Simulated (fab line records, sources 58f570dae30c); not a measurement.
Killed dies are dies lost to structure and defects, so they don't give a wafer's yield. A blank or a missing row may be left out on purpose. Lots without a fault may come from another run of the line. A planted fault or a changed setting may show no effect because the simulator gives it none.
One fault seen from 2 desks | flow berkeley_cmos170 | each desk has only its own numbers; what lay behind them comes last

THE TOOL OWNER'S DESK: implanter-02
The tool's own readings at UCB170_NVT_IMPLANT_07: means of the sampled wafers that have a number, for each lot that ran on this tool. A lot is out of limits, marked OUT, if its mean lies more than 4 standard deviations from the usual mean; the brackets give that distance.
Columns: A = dose_ions_cm2 at UCB170_NVT_IMPLANT_07, usual 3e+12; B = faraday_current_uA at UCB170_NVT_IMPLANT_07, usual 9.52
lot  | first seen here | A                       | B
L402 | day 6 10:55     | 3e+12                   | 9.67
L403 | day 6 19:09     | 3e+12                   | 9.56
L404 | day 7 08:33     | 3e+12                   | 9.67
L406 | day 7 09:04     | 3e+12                   | 9.39
L409 | day 8 04:26     | 4e+12 (+99 or more) OUT | 13.72 (+22) OUT
L411 | day 9 00:49     | 4e+12 (+99 or more) OUT | 13.37 (+20) OUT
L423 | day 11 05:30    | 3e+12                   | 9.43
This desk's finding: out of limits on L409, L411; first on L409, day 8 04:26 (dose_ions_cm2 at UCB170_NVT_IMPLANT_07). In limits: L402, L403, L404, L406, L423.

THE METROLOGY DESK
What the gauges read, lot by lot, whatever tool the lot ran on: means of the sampled wafers that have a number. A lot is out of limits, marked OUT, if its mean lies more than 4 standard deviations from the usual mean; the brackets give that distance.
Columns: A = SACOX_OXIDE_THK at UCB170_SACOX_THK_MEAS_02, usual 14.3 nm; B = NVT_TW at UCB170_NVT_TW_MEAS_09, usual 522; C = FIELD_OXIDE_LEFT_2_THK at UCB170_FIELD_THK_MEAS_91, usual 347 nm
lot  | first seen here | A    | B              | C
L401 | day 6 00:44     | 14.3 | 527            | 340
L402 | day 6 00:44     | 14.2 | 529            | 357
L403 | day 6 09:34     | 14.2 | 530            | 349
L406 | day 6 19:23     | 13.8 | 525            | 375
L404 | day 6 19:25     | 14.1 | 528            | 339
L405 | day 6 19:25     | 14.2 | 515            | 338
L407 | day 7 09:08     | 13.9 | 525            | 338
L409 | day 7 15:17     | 14.6 | 573 (+8.4) OUT | 338
L411 | day 8 10:36     | 14.5 | 584 (+10) OUT  | 353
L417 | day 9 12:21     | 14.1 | 527            | 345
L418 | day 9 12:21     | 14.3 | 516            | 351
L420 | day 10 02:43    | 14.4 | 526            | 349
L423 | day 10 16:08    | 14.3 | 515            | 349
L424 | day 10 16:08    | 14.1 | 516            | 350
This desk's finding: out of limits on L409, L411; first on L409, day 8 04:40 (NVT_TW at UCB170_NVT_TW_MEAS_09). In limits: L401, L402, L403, L406, L404, L405, L407, L417, L418, L420, L423, L424.

PUT TOGETHER
The tool owner's desk could have raised an alarm at day 8 04:26, on L409, L411.
The metrology desk could have raised an alarm at day 8 04:40, on L409, L411.
Of the lots named, all ran UCB170_NVT_IMPLANT_07 on implanter-02.

WHAT THE SIMULATOR HAD PUT IN
Process parameter drift: implanter-02, from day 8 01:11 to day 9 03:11, at UCB170_NVT_IMPLANT_07. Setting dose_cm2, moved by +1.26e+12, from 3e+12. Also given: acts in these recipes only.
Lots struck among those shown: L409, L411.
Hours from the fault's start to each desk's first reading out of limits: the tool owner's desk, 3; the metrology desk, 3.
